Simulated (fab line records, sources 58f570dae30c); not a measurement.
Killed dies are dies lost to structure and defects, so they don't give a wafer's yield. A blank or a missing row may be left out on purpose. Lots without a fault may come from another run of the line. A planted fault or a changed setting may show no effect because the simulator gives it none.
fab line records | flow berkeley_cmos170
record lots=5 wafers=15 last_day=13
route steps=331 shown M2@287 V2@292
lots that met no fault: from a run of the same line without faults
start_h: hours from the record's first day to the start of the lot's first wafer shown | wait_h: hours since the lot's step before | " the same as in the row above | L1.1+2: a row that stands for several wafers | - no value, or no start given | * or withheld: withheld | < > ~ a bound
route shown NAME@n: a module of which the file shows steps, and the number in the route of the first | usual: mean/standard deviation of fault-free wafers | same: alike in all rows | chamber/n: place in a boat | sites: the reading at each site | _std_site: their standard deviation | _edge_site: outer sites' mean less inner sites' | radius_mm: how far each site lies from the wafer's centre | mask NAME#n: copy n | behind: the tool/chamber that last shaped the wafer | hold: why the lot was held/for how many hours/how that ended | device: the transistor (n, p or np) that didn't switch | end of line: the same wafers' tests at the end of the route | a step without rows: its recipe alone | killed: dies lost to structure and defects at the first sort, not the wafer's yield | map: a wafer's dies, x killed, . not, _ none there
set.NAME: the setting as run; set.NAME@STEP: as run at that earlier step | model.NAME: the simulator's own value behind a step, which no gauge read
lots at some steps of the route; a table a step, a row a wafer
services: from which hour (start_h, from the record's first day; less than 0 if before it) a tool's chamber was out of use, for how many hours, and why
## steps
# step UCB170_M2_OVL_MEAS_16
# usual M2_OVL=0/5.2
# columns lot.wafer tool chamber start_h wait_h M2_OVL[nm]
L078.1 overlay-02 - 228.80 0.1 0
L078.4 " - " " 5
L078.6 " - " " 2
L077.1 overlay-01 - 229.28 0.1 -1
L077.2 " - " " -1
L077.4 " - " " 0
L088.1 overlay-01 - 268.04 0.1 -5
L088.2 " - " " 8
L088.6 " - " " 2
L090.1 overlay-02 - 272.68 0.1 -1
L090.5 " - " " -1
L090.6 " - " " -4
L096.1 overlay-01 - 307.31 0.1 0
L096.2 " - " " 1
L096.3 " - " " -1
# step UCB170_M2_ETCH_17
# recipe chemistry=N2/H2 target_depth_a=withheld overetch_a=withheld target=BARC time_s=withheld source_w=500 bias_w=100 pressure_mtorr=30 n2_flow_sccm=100 h2_flow_sccm=200
# usual drypump_motor_current_A=5.9/0.38 oes_product_au=1.007/0.02 throttle_valve_pct=13.31/0.17
# columns lot.wafer tool chamber start_h wait_h drypump_motor_current_A oes_product_au throttle_valve_pct
L078.1 rie_diel-03 2 228.83 0.0 6.2 1.000 13.10
L078.4 " 1 " " 5.9 0.986 13.50
L078.6 " 2 " " 6.2 1.001 13.12
L077.1 rie_diel-02 0 229.31 0.0 5.0 0.990 13.20
L077.2 " 1 " " 6.5 1.018 13.37
L077.4 " 3 " " 5.6 0.995 13.31
L088.1 rie_diel-02 1 268.07 0.0 6.5 1.008 13.37
L088.2 " 2 " " 6.3 1.038 13.43
L088.6 " 3 " " 5.6 0.995 13.29
L090.1 rie_diel-03 2 272.71 0.0 6.2 1.014 13.10
L090.5 " 3 " " 5.7 1.021 13.37
L090.6 " 0 " " 5.6 1.035 13.03
L096.1 rie_diel-02 3 307.34 0.0 5.6 0.987 13.28
L096.2 " 1 " " 6.5 1.017 13.36
L096.3 " 0 " " 5.0 0.983 13.21
# step UCB170_M2_METAL_ETCH_18
# recipe chemistry=Cl2/BCl3 target=Al stop_on=SiO2 pressure_mtorr=12 target_depth_a=11700 over_etch_frac=0.3 time_s=195 icp_w=600 bias_w=120 Cl2_flow_sccm=90 bcl3_flow_sccm=45
# usual drypump_motor_current_A=5.8/0.49 oes_product_au=0.842/0.01 throttle_valve_pct=24.53/0.24
# columns lot.wafer tool chamber start_h wait_h drypump_motor_current_A oes_product_au rf_hours_counter_h throttle_valve_pct
L078.1 rie_metal-01 1 228.88 - 5.7 0.833 2 24.99
L078.4 " 1 " " 5.7 0.827 - 24.97
L078.6 " 0 " " 6.2 0.847 - 24.35
L077.1 rie_metal-04 1 229.36 - 6.7 0.820 13 24.62
L077.2 " 0 " " 5.2 0.843 2 24.32
L077.4 " 1 " " 6.7 0.825 - 24.60
L088.1 rie_metal-04 0 268.12 - 5.2 0.861 4 24.31
L088.2 " 0 " " 5.2 0.837 - 24.29
L088.6 " 0 " " 5.2 0.850 - 24.29
L090.1 rie_metal-04 0 272.76 - 5.2 0.841 4 24.31
L090.5 " 0 " " 5.2 0.846 - 24.30
L090.6 " 0 " " 5.2 0.851 - 24.32
L096.1 rie_metal-01 0 307.39 - 6.2 0.845 3 24.34
L096.2 " 1 " " 5.7 0.840 4 24.97
L096.3 " 0 " " 6.2 0.845 - 24.34
# step UCB170_M2_STRIP_19
# recipe chemistry=O2 power_w=400 pressure_mtorr=3500 platen_temp_c=withheld o2_flow_sccm=400 overash_fraction=0.5
# usual drypump_motor_current_A=5.5/0.52 oes_product_au=0.532/0.015
# columns lot.wafer tool chamber start_h wait_h drypump_motor_current_A oes_product_au rf_hours_counter_h
L078.1 plasma_asher-01 1 229.06 0.1 5.3 0.533 50
L078.4 " 0 " " 5.0 0.528 -
L078.6 " 0 " " 5.0 0.526 -
L077.1 plasma_asher-03 0 229.54 0.1 5.2 0.550 53
L077.2 " 1 " " 6.5 0.538 53
L077.4 " 0 " " 5.2 0.554 -
L088.1 plasma_asher-01 0 268.49 0.3 5.0 0.551 55
L088.2 " 1 " " 5.3 0.556 55
L088.6 " 0 " " 5.0 0.546 -
L090.1 plasma_asher-01 0 273.13 0.3 5.0 0.538 56
L090.5 " 1 " " 5.3 0.534 -
L090.6 " 0 " " 5.0 0.540 -
L096.1 plasma_asher-03 0 307.57 0.1 5.2 0.533 63
L096.2 " 1 " " 6.4 0.541 63
L096.3 " 1 " " 6.4 0.545 -
# step UCB170_M2_CD_MEAS_90
# recipe target_cd_nm=700
# usual cd_nm=699.8/2.9
# columns lot.wafer tool chamber start_h wait_h cd_nm
L078.1 cd_sem-02 - 229.16 0.1 696.7
L078.4 " - " " 695.9
L078.6 " - " " 695.8
L077.1 cd_sem-02 - 229.64 0.1 696.9
L077.2 " - " " 696.4
L077.4 " - " " 699.1
L088.1 cd_sem-01 - 268.59 0.1 699.8
L088.2 " - " " 700.5
L088.6 " - " " 703.3
L090.1 cd_sem-02 - 273.23 0.1 699.7
L090.5 " - " " 699.9
L090.6 " - " " 700.9
L096.1 cd_sem-01 - 307.87 0.3 700.1
L096.2 " - " " 701.8
L096.3 " - " " 701.2
# step UCB170_V2_CVD_00
# recipe material=SiO2 target_thk_nm=2000 temp_c=390 precursor=TEOS/O2 time_s=250 rf_w=550 pressure_mtorr=9000
# usual heater_power_w=258/51
# columns lot.wafer tool chamber start_h wait_h heater_power_w
L078.1 pecvd-02 0 229.28 0.1 276
L078.4 " 1 " " 180
L078.6 " 0 " " 329
L077.1 pecvd-04 1 229.76 0.1 299
L077.2 " 2 " " 292
L077.4 " 1 " " 228
L088.1 pecvd-03 1 268.71 0.1 294
L088.2 " 0 " " 186
L088.6 " 2 " " 283
L090.1 pecvd-03 0 273.35 0.1 197
L090.5 " 2 " " 383
L090.6 " 0 " " 256
L096.1 pecvd-04 1 307.99 0.1 283
L096.2 " 2 " " 217
L096.3 " 0 " " 237
# step UCB170_V2_THK_MEAS_01
# recipe reads=SiO2_of_V2_CVD_00
# usual V2_TEOS_THK=2007/25
# columns lot.wafer tool chamber start_h wait_h V2_TEOS_THK[nm]
L078.1 film_metro-03 - 229.44 0.1 1986
L078.4 " - " " 1997
L078.6 " - " " 2001
L077.1 film_metro-03 - 229.92 0.1 1969
L077.2 " - " " 2005
L077.4 " - " " 2011
L088.1 film_metro-02 - 268.87 0.1 1945
L088.2 " - " " 2012
L088.6 " - " " 2022
L090.1 film_metro-03 - 273.51 0.1 2010
L090.5 " - " " 2016
L090.6 " - " " 2034
L096.1 film_metro-02 - 308.20 0.1 1950
L096.2 " - " " 2001
L096.3 " - " " 1975
# step UCB170_V2_CMP_02
# recipe material=SiO2 down_force_psi=6 platen_rpm=60 pad_velocity_m_s=0.75398
# usual motor_current_A=15.1/1.2 retaining_ring_pressure_frac=1.000/0.0048
# columns lot.wafer tool chamber start_h wait_h motor_current_A retaining_ring_pressure_frac
L078.4 cmp-02 0 229.55 0.1 15.2 1.003
L078.1 " 2 " " 17.0 0.996
L078.6 " 3 " " 16.9 1.006
L077.4 cmp-01 1 229.98 0.0 12.1 1.002
L077.2 " 2 " " 13.7 0.995
L077.1 " 3 " " 15.1 0.999
L088.1 cmp-01 3 268.93 0.1 16.1 0.999
L088.2 " 1 " " 13.9 0.997
L088.6 " 0 " " 15.5 1.009
L090.1 cmp-02 2 273.62 0.1 16.3 0.996
L090.5 " 1 " " 14.5 1.008
L090.6 " 2 " " 15.9 1.005
L096.2 cmp-01 0 308.31 0.1 15.1 1.001
L096.3 " 1 " " 13.5 0.997
L096.1 " 2 " " 13.9 0.997
## services
# columns tool chamber start_h hours kind
rie_diel-03 0 205.16 - clean
rie_diel-03 0 205.16 26.5 scheduled_down
rie_diel-03 0 205.16 26.5 vent_cycle
cmp-02 - 232.00 4.0 pm
cmp-02 - 236.00 - consumable_replace:conditioner
cmp-02 - 236.00 - consumable_replace:pad
plasma_asher-03 - 242.39 0.5 repair
pecvd-04 - 242.50 14.0 pm
pecvd-04 0 242.50 14.0 vent_cycle
pecvd-04 1 242.50 14.0 vent_cycle
pecvd-04 2 242.50 14.0 vent_cycle
pecvd-02 - 254.47 2.8 pm
pecvd-04 0 256.50 - clean
pecvd-04 1 256.50 - clean
pecvd-04 2 256.50 - clean
rie_metal-04 1 265.89 - clean
rie_metal-04 1 265.89 14.7 scheduled_down
rie_metal-04 1 265.89 14.7 vent_cycle
pecvd-04 - 280.16 0.3 repair
pecvd-03 - 297.22 2.8 pm
rie_diel-03 3 299.65 8.5 repair
pecvd-03 0 300.22 8.2 repair
## key
fault none
